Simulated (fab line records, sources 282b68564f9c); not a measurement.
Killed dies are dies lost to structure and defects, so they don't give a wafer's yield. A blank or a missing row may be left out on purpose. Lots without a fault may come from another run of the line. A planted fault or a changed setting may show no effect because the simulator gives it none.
A struck lot beside a sound one | flow rit_cmos | 20 steps out of a route of 202
Sound: wafers L351.2, L351.3, L351.6. Struck: wafers L364.1, L364.3, L364.6. The cause comes at the end.
At each step with rows: each side's tool, then ch and its chambers, then its first start. Under that, the readings that differ: sound wafers | struck wafers | difference of the means | sigmas: that difference in standard deviations of wafers without a fault.
alike: readings whose means differ by less than 2 such deviations, and words and numbers that are the same on both sides. not compared: withheld readings, readings that some wafer has no value for, bounds like >300 that may hide the same value, and numbers for which the record gives no deviation and whose values overlap.
The two part at a step that has a row with sigmas, a row that says differs or no value, or rows on one side only. Numbers that don't overlap but have no deviation are shown without sigmas and don't part them. A reading that every wafer of one side lacks parts them only if that side has two wafers or more.

first, 2 steps without rows for these wafers: RIT_NWELL_HARDBAKE_07 (time 120 s); RIT_NWELL_IMPLANT_08.
RIT_NWELL_STRIP_09: strips in O2, time 180 s.
  sound on plasma_asher-04 ch 1, day 1 22:08; struck on plasma_asher-02 ch 0,1, day 4 13:55
  alike: chamber_pressure_mTorr, drypump_motor_current_A
  not compared: rf_hours_counter_h
RIT_NWELL_TW_MEAS_10:
  sound on film_metro-01, day 1 22:19; struck on film_metro-04, day 4 14:05
  alike: NWELL_TW
then, 6 steps without rows for these wafers: RIT_PWELL_HMDS_00 (prime time 60 s); RIT_PWELL_COAT_01 (resist thk 1300 nm); RIT_PWELL_SOFTBAKE_02 (time 60 s); RIT_PWELL_EXPOSE_03 (exposes mask M3, target cd 43700 nm); RIT_PWELL_PEB_04; RIT_PWELL_DEVELOP_05 (develop time 68 s).
RIT_PWELL_OVL_MEAS_06:
  sound on overlay-02, day 1 23:23; struck on overlay-01, day 4 15:07
  alike: PWELL_OVL
then, 1 step without rows for these wafers: RIT_PWELL_HARDBAKE_07 (time 120 s).
RIT_PWELL_IMPLANT_08:
  sound on implanter-03 ch 0, day 1 23:41; struck on implanter-04 ch 0, day 4 15:23
  reading            | sound                         | struck                        | difference | sigmas
  dose_ions_cm2      | 7.003e+13 6.999e+13 6.995e+13 | 9.107e+13 9.107e+13 9.109e+13 | +2.109e+13 | +99 or more
  faraday_current_uA | 218 222 219                   | 287 295 280                   | +68        | +16
  alike: tilt_deg
RIT_PWELL_STRIP_09: strips in O2, time 180 s.
  sound on plasma_asher-04 ch 0, day 1 23:49; struck on plasma_asher-03 ch 0,1, day 4 15:32
  alike: chamber_pressure_mTorr, drypump_motor_current_A
  not compared: rf_hours_counter_h
RIT_PWELL_TW_MEAS_10:
  sound on film_metro-01, day 2 00:00; struck on film_metro-01, day 4 15:43
  reading  | sound       | struck         | difference | sigmas
  PWELL_TW | 955 952 954 | 1038 1038 1032 | +82        | +17
then, 1 step without rows for these wafers: RIT_WELLDRIVE_ANNEAL_00 (time 14700 s).
RIT_WELLDRIVE_RS_MEAS_01: measures by four-point-probe.
  sound on film_metro-02, day 2 05:09; struck on film_metro-01, day 4 21:44
  alike: NWELL_RS
RIT_WELLDRIVE_RS_MEAS_02: measures by four-point-probe.
  sound on film_metro-02, day 2 05:16; struck on film_metro-01, day 4 21:52
  reading           | sound             | struck            | difference | sigmas
  PWELL_RS (ohm/sq) | 431.1 429.2 430.2 | 363.7 364.9 364.5 | -65.8      | -60
then, 1 step without rows for these wafers: RIT_NRETRO_HMDS_00 (prime time 60 s).
RIT_M1_PROBE_99:
  sound on prober-02, day 3 09:37; struck on prober-01, day 6 06:08
  reading                             | sound             | struck            | difference | sigmas
  model.etest.nmos_0p3.r_on_ohm_um    | 2172 2163 2169    | 2383 2367 2384    | +210       |
  model.etest.nmos_0p15.r_on_ohm_um   | 1161 1142 1181    | 1216 1214 1195    | +47        |
  model.etest.pwell_pinched.rs_ohm_sq | 454.2 462 462.6   | 387.5 392.5 386.6 | -70.7      |
  model.etest.pwell.rs_ohm_sq         | 419.9 420.5 422.8 | 354.5 353.5 350.6 | -68.2      |
  model.etest.nmos_turned.drive_ua_um | 305.7 314.2 310   | 260.5 264.5 269.9 | -45.0      |
  model.etest.nmos_0p15.drive_ua_um   | 457.4 469.5 449.2 | 408.8 421.8 421.6 | -41.3      |
  model.etest.nmos_narrow.drive_ua_um | 217.7 220.3 223   | 184.6 190.1 186.3 | -33.3      |
  model.etest.nmos_0p3.drive_ua_um    | 221.3 223.3 227.2 | 187.3 192.8 190   | -33.9      |
  alike: killed_at_M0_to_M3, killed_at_contacts, killed_at_front_end, killed_dies, killed_open, killed_short

WHERE THEY PART
First at RIT_PWELL_IMPLANT_08; last, within this record, at RIT_WELLDRIVE_RS_MEAS_02. Later steps at which nothing parts them and some readings are alike: RIT_M1_PROBE_99.

WHY: what the simulator had put in
Process parameter drift: implanter-04, from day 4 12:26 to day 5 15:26, at RIT_PWELL_IMPLANT_08. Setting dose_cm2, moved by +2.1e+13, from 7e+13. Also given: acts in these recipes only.
